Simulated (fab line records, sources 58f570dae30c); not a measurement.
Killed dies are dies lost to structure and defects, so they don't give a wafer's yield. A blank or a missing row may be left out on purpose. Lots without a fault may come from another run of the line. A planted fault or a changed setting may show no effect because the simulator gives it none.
Which tool did it? | flow berkeley_cmos170 | 7 lots, 21 wafers sampled, at 2 steps of a route of 331

WHAT THE GAUGES READ, wafer by wafer
UCB170_PSD_CD_MEAS_06: target cd 1200 nm.
lot  | measured     | on        | cd_nm (nm)
L270 | day 7 13:39  | cd_sem-01 | 1200.9 1202.1 1201.0
L272 | day 7 22:05  | cd_sem-01 | 1200.1 1201.1 1199.8
L275 | day 8 14:02  | cd_sem-01 | 1201.4 1202.0 1200.7
L279 | day 8 20:00  | cd_sem-01 | 1201.0 1201.5 1202.1
L282 | day 9 08:20  | cd_sem-01 | 1199.6 1198.3 1200.0
L288 | day 10 16:39 | cd_sem-01 | - - -
L291 | day 10 22:47 | cd_sem-01 | 1199.7 1199.3 1198.1

WHICH TOOL RAN EACH LOT (tool, then ch and the chambers of the sampled wafers, then the start)
lot  | UCB170_PSD_COAT_01
L270 | litho_track-04 ch 0, day 7 12:58
L272 | litho_track-01 ch 0, day 7 20:58
L275 | litho_track-01 ch 0, day 8 12:21
L279 | litho_track-02 ch 0, day 8 18:40
L282 | litho_track-01 ch 0, day 9 07:15
L288 | litho_track-02, day 10 15:34
L291 | litho_track-04 ch 0, day 10 21:46
- UCB170_PSD_COAT_01: resist thk 900 nm.

THE ANSWER, worked out from the rows above alone
Rule: what is usual is taken from the lots themselves. Put in order of their means at a reading, lots are off if they are a third of the lots or fewer, leave a main group of 4 or more, and stand apart from it by a gap of 3 or more times the standard deviation of the main group's means; of several such gaps the widest counts. A main group whose means are all the same, to the digits that the tables above print for the reading, isn't used. A lot without any number at a reading at which 4 lots or more have one is off too. The other lots that the step has rows for count as sound.
Off: L288, at UCB170_PSD_CD_MEAS_06 (cd_nm). Without a number there: L288. The main group: mean 1200.5 nm, standard deviation 1.
A tool fits if, at a process step before that reading, it ran every lot that is off, and no sound lot after the first of them. The gauges at UCB170_PSD_CD_MEAS_06 are tried like those tools. One fits: litho_track-02 at UCB170_PSD_COAT_01. Its last sound lot is L279 (day 8 18:40), its first lot that is off L288 (day 10 15:34): a fault that began between those two fits.

WHAT THE SIMULATOR HAD PUT IN
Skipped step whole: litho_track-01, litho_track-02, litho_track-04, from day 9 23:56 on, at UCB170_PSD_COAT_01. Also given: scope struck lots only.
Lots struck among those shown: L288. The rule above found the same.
